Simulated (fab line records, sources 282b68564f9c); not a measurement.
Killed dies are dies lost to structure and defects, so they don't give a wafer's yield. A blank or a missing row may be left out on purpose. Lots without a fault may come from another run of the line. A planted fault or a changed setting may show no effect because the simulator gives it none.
A struck lot beside a sound one | flow rit_cmos | 18 steps out of a route of 202
Sound: wafers L251.1, L251.4, L251.6. Struck: wafers L252.1, L252.2, L252.4. The cause comes at the end.
At each step with rows: each side's tool, then ch and its chambers, then its first start. Under that, the readings that differ: sound wafers | struck wafers | difference of the means | sigmas: that difference in standard deviations of wafers without a fault.
alike: readings whose means differ by less than 2 such deviations, and words and numbers that are the same on both sides. not compared: withheld readings, readings that some wafer has no value for, bounds like >300 that may hide the same value, and numbers for which the record gives no deviation and whose values overlap.
The two part at a step that has a row with sigmas, a row that says differs or no value, or rows on one side only. Numbers that don't overlap but have no deviation are shown without sigmas and don't part them. A reading that every wafer of one side lacks parts them only if that side has two wafers or more.

first, 4 steps without rows for these wafers: RIT_NLDD_SOFTBAKE_02 (time 60 s); RIT_NLDD_EXPOSE_03 (exposes mask M7, target cd 40700 nm); RIT_NLDD_PEB_04; RIT_NLDD_DEVELOP_05 (develop time 50 s).
RIT_NLDD_OVL_MEAS_06:
  sound on overlay-02, day 4 18:43; struck on overlay-01, day 5 00:16
  alike: NLDD_OVL
then, 2 steps without rows for these wafers: RIT_NLDD_HARDBAKE_07 (time 60 s); RIT_NLDD_IMPLANT_08.
RIT_NLDD_STRIP_09: strips in O2, time 180 s.
  sound on plasma_asher-03 ch 0,1, day 4 19:03; struck on plasma_asher-01 ch 0,1, day 5 00:40
  alike: drypump_motor_current_A
  not compared: rf_hours_counter_h
RIT_NLDD_TW_MEAS_10:
  sound on film_metro-02, day 4 19:14; struck on film_metro-02, day 5 00:50
  alike: NLDD_TW
then, 3 steps without rows for these wafers: RIT_PLDD_HMDS_00 (prime time 60 s); RIT_PLDD_COAT_01 (resist thk 1000 nm); RIT_PLDD_SOFTBAKE_02 (time 60 s).
RIT_PLDD_EXPOSE_03: exposes mask M8, target cd 40900 nm.
  sound on iline_stepper-01 ch 0, day 4 19:44; struck on iline_stepper-02 ch 0, day 5 01:29
  reading                      | sound                | struck            | difference | sigmas
  model.PLDD.overlay_x_nm (nm) | 0.1681 0.1681 0.1681 | 239.9 239.9 239.9 | +239.7     |
  alike: mask
then, 2 steps without rows for these wafers: RIT_PLDD_PEB_04; RIT_PLDD_DEVELOP_05 (develop time 50 s).
RIT_PLDD_OVL_MEAS_06:
  sound on overlay-01, day 4 20:08; struck on overlay-01, day 5 01:53
  reading       | sound       | struck            | difference | sigmas
  PLDD_OVL (nm) | 1.1 1.8 3.1 | 240.5 239.9 239.1 | +237.8     | +99 or more
then, 1 step without rows for these wafers: RIT_PLDD_HARDBAKE_07 (time 60 s).
RIT_M1_PROBE_99:
  sound on prober-02, day 5 10:25; struck on prober-01, day 5 15:49
  reading                        | sound          | struck         | difference | sigmas
  model.etest.pldd.width_nm (nm) | 3189 3166 3166 | 3028 3018 3035 | -147       |
  alike: killed_at_M0_to_M3, killed_at_contacts, killed_at_front_end, killed_dies, killed_open, killed_short

WHERE THEY PART
Only at RIT_PLDD_OVL_MEAS_06, within this record. Later steps at which nothing parts them and some readings are alike: RIT_M1_PROBE_99.

WHY: what the simulator had put in
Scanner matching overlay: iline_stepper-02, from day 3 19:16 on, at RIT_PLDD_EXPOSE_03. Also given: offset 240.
